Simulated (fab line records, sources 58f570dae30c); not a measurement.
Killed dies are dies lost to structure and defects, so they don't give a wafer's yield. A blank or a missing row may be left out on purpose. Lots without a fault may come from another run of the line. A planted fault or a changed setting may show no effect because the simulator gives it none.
Which tool did it? | flow berkeley_cmos170 | 14 lots, 42 wafers sampled, at 6 steps of a route of 331

WHAT THE GAUGES READ, wafer by wafer
UCB170_M1_OVL_MEAS_10.
lot  | measured     | on         | M1_OVL (nm)
L286 | day 6 14:50  | overlay-02 | 5 3 1
L291 | day 7 18:27  | overlay-01 | -2 5 -2
L290 | day 7 18:47  | overlay-01 | -2 0 -4
L293 | day 7 23:15  | overlay-02 | 12 10 4
L295 | day 8 14:40  | overlay-01 | 1 -1 0
L296 | day 8 16:46  | overlay-01 | 3 -1 3
L297 | day 8 23:56  | overlay-01 | -2 -4 -5
L300 | day 9 17:32  | overlay-02 | 3 5 8
L301 | day 9 18:22  | overlay-01 | 14 6 13
L299 | day 9 18:38  | overlay-02 | 6 10 0
L302 | day 10 11:22 | overlay-01 | -6 -2 -5
L303 | day 10 13:26 | overlay-02 | 6 7 5
L308 | day 11 12:54 | overlay-01 | 0 6 6
L309 | day 11 13:08 | overlay-02 | -6 -10 -11

UCB170_V2_THK_MEAS_01.
lot  | measured     | on            | V2_TEOS_THK (nm)
L286 | day 6 23:41  | film_metro-01 | 1982 1994 2019
L291 | day 8 05:02  | film_metro-01 | 2023 2028 2045
L290 | day 8 05:33  | film_metro-02 | 1999 2028 2013
L293 | day 8 11:01  | film_metro-02 | 1978 2026 1999
L295 | day 8 23:46  | film_metro-03 | 1971 1986 2017
L296 | day 9 02:38  | film_metro-02 | 1990 1994 2023
L297 | day 9 10:18  | film_metro-03 | 1976 2018 2022
L300 | day 10 06:49 | film_metro-02 | 2020 2032 2025
L301 | day 10 07:02 | film_metro-03 | 1962 1976 2001
L299 | day 10 06:44 | film_metro-01 | 1990 2002 1983
L302 | day 10 23:08 | film_metro-01 | 2023 1998 2019
L303 | day 10 23:31 | film_metro-01 | 1993 2031 2028
L308 | day 11 22:46 | film_metro-01 | 2016 2052 2038
L309 | day 11 22:53 | film_metro-02 | 1997 1995 2032

UCB170_V2_OVL_MEAS_13.
lot  | measured     | on         | V2_OVL (nm)
L286 | day 7 01:32  | overlay-02 | -2 -3 -8
L291 | day 8 08:15  | overlay-02 | -14 -4 -1
L290 | day 8 08:59  | overlay-02 | 9 3 7
L293 | day 8 12:58  | overlay-02 | 6 14 10
L295 | day 9 01:37  | overlay-01 | 8 3 10
L296 | day 9 04:19  | overlay-01 | 6 -4 -5
L297 | day 9 12:09  | overlay-01 | 3 0 1
L300 | day 10 11:08 | overlay-02 | 5 8 -3
L301 | day 10 10:56 | overlay-01 | 7 -1 -1
L299 | day 10 10:50 | overlay-01 | 0 4 9
L302 | day 11 02:02 | overlay-02 | 1 -4 -5
L303 | day 11 02:08 | overlay-01 | 0 2 4
L308 | day 12 04:10 | overlay-02 | 1 5 5
L309 | day 12 04:23 | overlay-02 | -16 -4 -8

UCB170_M3_CD_MEAS_90: target cd 700 nm.
lot  | measured     | on        | cd_nm (nm)
L286 | day 7 06:32  | cd_sem-02 | 700.3 700.1 700.4
L291 | day 8 12:25  | cd_sem-02 | 696.9 698.4 700.5
L290 | day 8 12:40  | cd_sem-01 | 701.6 703.3 699.3
L293 | day 8 16:46  | cd_sem-02 | 694.1 697.7 696.0
L295 | day 9 04:34  | cd_sem-01 | 701.1 700.3 701.3
L296 | day 9 07:38  | cd_sem-02 | 699.4 703.1 698.8
L297 | day 9 15:26  | cd_sem-02 | 699.1 699.5 698.6
L300 | day 10 14:25 | cd_sem-02 | - - -
L301 | day 10 14:16 | cd_sem-01 | - - -
L299 | day 10 14:04 | cd_sem-02 | 700.4 701.9 700.5
L302 | day 11 06:04 | cd_sem-01 | 702.6 701.3 699.5
L303 | day 11 06:19 | cd_sem-02 | 701.8 700.6 700.8
L308 | day 12 07:19 | cd_sem-01 | 698.1 696.9 696.3
L309 | day 12 07:50 | cd_sem-01 | 697.1 699.3 697.5

WHICH TOOL RAN EACH LOT (tool, then ch and the chambers of the sampled wafers, then the start)
lot  | UCB170_M3_ETCH_17                  | UCB170_M3_METAL_ETCH_18
L286 | rie_diel-03 ch 1,2,3, day 7 06:11  | rie_metal-03 ch 0,1, day 7 06:14
L291 | rie_diel-03 ch 0,2,3, day 8 12:05  | rie_metal-04 ch 0,1, day 8 12:08
L290 | rie_diel-01 ch 1,2, day 8 12:20    | rie_metal-03 ch 0,1, day 8 12:22
L293 | rie_diel-03 ch 0,1, day 8 16:25    | rie_metal-01 ch 0,1, day 8 16:28
L295 | rie_diel-04 ch 0,1,2, day 9 04:14  | rie_metal-03 ch 0,1, day 9 04:16
L296 | rie_diel-01 ch 0,1,3, day 9 07:18  | rie_metal-01 ch 0,1, day 9 07:20
L297 | rie_diel-01 ch 0,1,2, day 9 15:05  | rie_metal-04 ch 0,1, day 9 15:07
L300 | rie_diel-01 ch 0,1,2, day 10 14:02 | rie_metal-03 ch 0,1, day 10 14:08
L301 | rie_diel-04 ch 0,1, day 10 13:55   | rie_metal-01 ch 1, day 10 13:58
L299 | rie_diel-03 ch 0,1, day 10 13:44   | rie_metal-03 ch 0,1, day 10 13:47
L302 | rie_diel-03 ch 0,1,2, day 11 05:41 | rie_metal-03 ch 0,1, day 11 05:47
L303 | rie_diel-01 ch 1,2, day 11 05:57   | rie_metal-01 ch 0,1, day 11 06:03
L308 | rie_diel-04 ch 1,2,3, day 12 06:56 | rie_metal-03 ch 0,1, day 12 07:02
L309 | rie_diel-04 ch 0,3, day 12 07:30   | rie_metal-04 ch 0,1, day 12 07:32
- UCB170_M3_ETCH_17: etches BARC in N2/H2.
- UCB170_M3_METAL_ETCH_18: etches Al in Cl2/BCl3, stops on SiO2, target depth 1170 nm, time 195 s.

WHAT THE TOOLS THEMSELVES READ (means of the sampled wafers that have a number; where no wafer has one, the mark that the record gives instead)
UCB170_M3_ETCH_17.
lot  | tool        | bias_w (W) | chamber_pressure_mTorr (mTorr) | drypump_motor_current_A (A) | oes_product_au (a.u.) | throttle_valve_pct (%)
L286 | rie_diel-03 | 97.99      | 30.006                         | 5.9                         | 0.986                 | 13.43
L291 | rie_diel-03 | 98.03      | 30.009                         | 6.1                         | 1.000                 | 13.47
L290 | rie_diel-01 | 98.48      | 29.997                         | 5.5                         | 1.000                 | 13.42
L293 | rie_diel-03 | 98.09      | 29.984                         | 5.9                         | 0.979                 | 13.40
L295 | rie_diel-04 | 98.14      | 30.024                         | 5.3                         | 0.990                 | 13.49
L296 | rie_diel-01 | 97.94      | 29.985                         | 5.8                         | 0.994                 | 13.23
L297 | rie_diel-01 | 98.13      | 30.006                         | 5.6                         | 0.989                 | 13.30
L300 | rie_diel-01 | -          | -                              | -                           | -                     | -
L301 | rie_diel-04 | -          | -                              | -                           | -                     | -
L299 | rie_diel-03 | 98.22      | 30.013                         | 5.9                         | 0.977                 | 13.40
L302 | rie_diel-03 | 98.39      | 30.018                         | 6.1                         | 0.990                 | 13.47
L303 | rie_diel-01 | 97.87      | 29.994                         | 5.6                         | 1.003                 | 13.38
L308 | rie_diel-04 | 98.47      | 30.015                         | 5.3                         | 0.991                 | 13.44
L309 | rie_diel-04 | 97.96      | 29.988                         | 5.2                         | 1.010                 | 13.25

UCB170_M3_METAL_ETCH_18.
lot  | tool         | bcl3_flow_sccm (sccm) | bias_w (W) | drypump_motor_current_A (A) | oes_product_au (a.u.) | throttle_valve_pct (%)
L286 | rie_metal-03 | 45.07                 | 120.4      | 6.0                         | 0.862                 | 24.32
L291 | rie_metal-04 | 45.08                 | 120.3      | 5.1                         | 0.843                 | 24.39
L290 | rie_metal-03 | 44.96                 | 120.4      | 6.1                         | 0.852                 | 24.33
L293 | rie_metal-01 | 44.88                 | 120.4      | 6.1                         | 0.845                 | 24.19
L295 | rie_metal-03 | 45.06                 | 120.1      | 6.0                         | 0.862                 | 24.32
L296 | rie_metal-01 | 45.02                 | 120.4      | 6.2                         | 0.838                 | 24.26
L297 | rie_metal-04 | 45.04                 | 120.4      | 5.0                         | 0.858                 | 24.46
L300 | rie_metal-03 | 45.10                 | 120.2      | 6.1                         | 0.374                 | 24.56
L301 | rie_metal-01 | 44.99                 | 120.0      | 6.0                         | 0.367                 | 24.35
L299 | rie_metal-03 | 45.02                 | 119.7      | 6.0                         | 0.854                 | 24.32
L302 | rie_metal-03 | 45.10                 | 119.7      | 6.0                         | 0.859                 | 24.31
L303 | rie_metal-01 | 45.08                 | 119.7      | 6.1                         | 0.843                 | 24.19
L308 | rie_metal-03 | 44.98                 | 120.3      | 6.0                         | 0.863                 | 24.31
L309 | rie_metal-04 | 44.84                 | 120.2      | 5.0                         | 0.852                 | 24.46

THE ANSWER, worked out from the rows above alone
Rule: what is usual is taken from the lots themselves. Put in order of their means at a reading, lots are off if they are a third of the lots or fewer, leave a main group of 4 or more, and stand apart from it by a gap of 3 or more times the standard deviation of the main group's means; of several such gaps the widest counts. A main group whose means are all the same, to the digits that the tables above print for the reading, isn't used. A lot without any number at a reading at which 4 lots or more have one is off too. The other lots that the step has rows for count as sound. The gauges are gone through in route order, then the tools' own readings, and for those a lot's mean is taken as printed above. The first step at which some lot is off is used, and at that step the reading that is off furthest; a lot without a number counts as furthest.
Off: L300, L301, at UCB170_M3_CD_MEAS_90 (cd_nm). Without a number there: L300, L301. The main group: mean 699.6 nm, standard deviation 1.7.
A tool fits if, at a process step before that reading, it ran every lot that is off, and no sound lot after the first of them. The gauges at UCB170_M3_CD_MEAS_90 aren't tried: what is off there is off at UCB170_M3_ETCH_17 too, on other tools, and a gauge's error can't cause that. None of those tried fits.

WHAT THE SIMULATOR HAD PUT IN
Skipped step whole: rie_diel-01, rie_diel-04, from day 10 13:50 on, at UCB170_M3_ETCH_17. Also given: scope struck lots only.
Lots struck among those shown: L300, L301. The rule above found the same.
